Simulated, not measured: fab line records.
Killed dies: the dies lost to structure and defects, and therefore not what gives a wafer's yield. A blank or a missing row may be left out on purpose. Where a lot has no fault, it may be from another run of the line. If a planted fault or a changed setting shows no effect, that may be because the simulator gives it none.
The same fault as seen by 2 desks	flow berkeley_cmos170	every desk sees just its own numbers, and what lay behind them comes last

THE METROLOGY DESK
What the gauges read for every lot (on any tool): the sampled wafers with a number, averaged. Marked OUT: a lot whose mean sits more than 4 standard deviations from the usual mean, which makes it out of limits; the brackets give that distance.
Columns: A = cd_nm at UCB170_V2_CD_MEAS_90, usual 700.5 nm; B = M3_AL_RS at UCB170_M3_RS_MEAS_02, usual 0.0322 ohm/sq; C = M3_AL_THK at UCB170_M3_THK_MEAS_03, usual 902 nm; D = cd_nm at UCB170_M3_CD_MEAS_15, usual 700.2 nm
lot	first seen here	A	B	C	D
L291	day 9 13:07	701.0	0.0322	905	699.3
L294	day 9 23:14	702.4	0.0323	905	701.0
L292	day 10 00:19	700.0	0.0319	913	701.7
L302	day 11 21:55	699.9	0.0319	908	699.7
L300	day 11 22:44	702.6	0.0326	891	701.3
L304	day 12 04:48	700.6	0.0314	932	698.3
This desk's finding: nothing out of limits on any of the 6 lots.

TOOL OWNER'S DESK, litho_track-03
The tool's own readings at UCB170_M3_COAT_10 (resist thk 900 nm): means of the sampled wafers that have a number, for each lot that ran on this tool. Marked OUT: a lot whose mean sits more than 4 standard deviations from the usual mean, which makes it out of limits; the brackets give that distance.
Columns: A = spin_speed_rpm at UCB170_M3_COAT_10, usual 1499.8 rpm
lot	first seen here	A
L291	day 9 14:00	1498.9
L294	day 10 01:00	1522.7 (+18) OUT
L292	day 10 02:00	1520.6 (+16) OUT
Finding of this desk: L292, L294 out of limits; the first was L294 at day 10 01:00, on spin_speed_rpm at UCB170_M3_COAT_10. In limits: L291.

PUT TOGETHER
On L292, L294, at day 10 01:00, an alarm was possible from the tool owner's desk.
Nothing out of limits was seen by the metrology desk.
The metrology desk holds a record of L292, L294, inside its limits.
All the named lots went through UCB170_M3_COAT_10 on litho_track-03.

WHAT THE SIMULATOR PUT IN
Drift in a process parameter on litho_track-03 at UCB170_M3_COAT_10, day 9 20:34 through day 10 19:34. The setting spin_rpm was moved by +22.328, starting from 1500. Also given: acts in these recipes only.
Shown lots that were struck: L292, L294.
Each desk's first reading out of limits, in hours after the fault started: the tool owner's desk, 4.
